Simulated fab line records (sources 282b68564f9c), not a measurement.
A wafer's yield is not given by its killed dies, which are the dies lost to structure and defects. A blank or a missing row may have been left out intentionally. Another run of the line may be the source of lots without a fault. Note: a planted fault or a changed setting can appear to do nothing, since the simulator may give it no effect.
Which tool did it? || flow rit-cmos || 42 wafers sampled from 14 lots at 1 step of a route of 202

## WHAT THE GAUGES SHOWED, per wafer
The record holds no reading of a measuring or inspecting step that can be judged against a usual standard deviation.

## WHICH TOOL RAN EACH LOT (tool, then ch and the chambers of the sampled wafers, then the start)
{"lot": "L550", "RIT_GATE_DEVELOP_15": "litho-track-04 ch 0, day 2 12:00"}
{"lot": "L551", "RIT_GATE_DEVELOP_15": "litho-track-01 ch 0, day 2 19:00"}
{"lot": "L552", "RIT_GATE_DEVELOP_15": "litho-track-03 ch 0, day 2 22:00"}
{"lot": "L553", "RIT_GATE_DEVELOP_15": "litho-track-04 ch 0, day 3 04:00"}
{"lot": "L554", "RIT_GATE_DEVELOP_15": "litho-track-03 ch 0, day 3 08:00"}
{"lot": "L556", "RIT_GATE_DEVELOP_15": "litho-track-03 ch 0, day 3 19:00"}
{"lot": "L558", "RIT_GATE_DEVELOP_15": "litho-track-03, day 4 06:00"}
{"lot": "L559", "RIT_GATE_DEVELOP_15": "litho-track-03, day 4 11:00"}
{"lot": "L561", "RIT_GATE_DEVELOP_15": "litho-track-04 ch 0, day 4 19:00"}
{"lot": "L568", "RIT_GATE_DEVELOP_15": "litho-track-03 ch 0, day 6 06:00"}
{"lot": "L569", "RIT_GATE_DEVELOP_15": "litho-track-01 ch 0, day 6 12:00"}
{"lot": "L570", "RIT_GATE_DEVELOP_15": "litho-track-03 ch 0, day 6 17:00"}
{"lot": "L571", "RIT_GATE_DEVELOP_15": "litho-track-03 ch 0, day 6 21:00"}
{"lot": "L572", "RIT_GATE_DEVELOP_15": "litho-track-03 ch 0, day 7 04:00"}
- RIT_GATE_DEVELOP_15: develop time 50 s.

## WHAT THE TOOLS THEMSELVES READ (means of the sampled wafers that have a number; where no wafer has one, the mark that the record gives instead)
RIT_GATE_DEVELOP_15.
{"lot": "L550", "tool": "litho-track-04", "chill-plate-temp-C (C)": 22.97}
{"lot": "L551", "tool": "litho-track-01", "chill-plate-temp-C (C)": 22.92}
{"lot": "L552", "tool": "litho-track-03", "chill-plate-temp-C (C)": 23.00}
{"lot": "L553", "tool": "litho-track-04", "chill-plate-temp-C (C)": 23.07}
{"lot": "L554", "tool": "litho-track-03", "chill-plate-temp-C (C)": 23.06}
{"lot": "L556", "tool": "litho-track-03", "chill-plate-temp-C (C)": 23.00}
{"lot": "L558", "tool": "litho-track-03", "chill-plate-temp-C (C)": "-"}
{"lot": "L559", "tool": "litho-track-03", "chill-plate-temp-C (C)": "-"}
{"lot": "L561", "tool": "litho-track-04", "chill-plate-temp-C (C)": 22.90}
{"lot": "L568", "tool": "litho-track-03", "chill-plate-temp-C (C)": 23.01}
{"lot": "L569", "tool": "litho-track-01", "chill-plate-temp-C (C)": 23.11}
{"lot": "L570", "tool": "litho-track-03", "chill-plate-temp-C (C)": 23.11}
{"lot": "L571", "tool": "litho-track-03", "chill-plate-temp-C (C)": 23.07}
{"lot": "L572", "tool": "litho-track-03", "chill-plate-temp-C (C)": 22.91}

## THE ANSWER, worked out from the rows above alone
Rule: usual is defined by the lots themselves. Put in order of their means at a reading, lots are off if they are a third of the lots or fewer, leave a main group of 4 or more, and stand apart from it by a gap of 3 or more times the standard deviation of the main group's means; of several such gaps the widest counts. Not used: any main group whose means are identical at the precision the tables above print for the reading. Also off: a lot with no number at a reading for which 4 or more lots have one. Any other lot the step has rows for is counted as sound. First the gauges in route order, then the tools' own readings, where a lot's mean is used as printed above. The first step at which some lot is off is used, and at that step the reading that is off furthest; a lot without a number counts as furthest.
Off: L558, L559 (RIT_GATE_DEVELOP_15, chill-plate-temp-C). Without a number there: L558, L559. The main group: mean 23.01 C, standard deviation 0.072.
If a tool, at that step or one of the process steps before it, ran each lot that is off and ran no sound lot following the first of them, it fits. Of those tried, none fits.

## WHAT THE SIMULATOR HAD PUT IN
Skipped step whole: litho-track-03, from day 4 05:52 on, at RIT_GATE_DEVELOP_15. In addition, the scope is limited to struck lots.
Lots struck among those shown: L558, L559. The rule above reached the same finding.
